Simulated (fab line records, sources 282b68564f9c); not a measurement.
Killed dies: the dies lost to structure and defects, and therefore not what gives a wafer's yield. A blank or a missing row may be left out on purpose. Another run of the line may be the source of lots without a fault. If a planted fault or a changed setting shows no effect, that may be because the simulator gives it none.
What tool caused it? -- flow rit cmos -- 7 lots, 21 wafers sampled, at 1 step of a route of 202

## WHAT EACH GAUGE READ, for each wafer
RIT_ACTIVE_THK_MEAS_04.
lot,measured,on,ACTIVE_NITRIDE_THK (nm)
L472,day 1 19:14,film metro-04,149.4 149.4 149.0
L474,day 2 04:46,film metro-04,150.8 150.9 152.1
L476,day 2 15:17,film metro-02,151.2 153.7 153.4
L479,day 3 05:32,film metro-03,149.7 148.6 149.8
L485,day 4 14:44,film metro-02,150.6 149.8 149.4
L492,day 5 22:32,film metro-04,153.5 151.6 152.2
L494,day 6 08:32,film metro-02,150.6 148.9 148.9

## EACH LOT AND THE TOOL THAT RAN IT (in order: tool; ch and the chambers of the sampled wafers; start)
There is no process step in the record ahead of these readings.

## THE ANSWER, worked out from the rows above alone
Rule: the usual values come from the lots themselves. The widest of any qualifying gaps counts: lots, ordered by their means at a reading, are off when they make up no more than a third of the lots, leave a main group of 4 or more, and stand apart from it by 3 or more times the standard deviation of that group's means. Not used: any main group whose means are identical at the precision the tables above print for the reading. A lot without any number at a reading at which 4 lots or more have one is off too. All remaining lots with rows at the step are treated as sound.
Nothing can be told from this: no lot is off at any reading shown.

## WHAT THE SIMULATOR HAD PUT IN
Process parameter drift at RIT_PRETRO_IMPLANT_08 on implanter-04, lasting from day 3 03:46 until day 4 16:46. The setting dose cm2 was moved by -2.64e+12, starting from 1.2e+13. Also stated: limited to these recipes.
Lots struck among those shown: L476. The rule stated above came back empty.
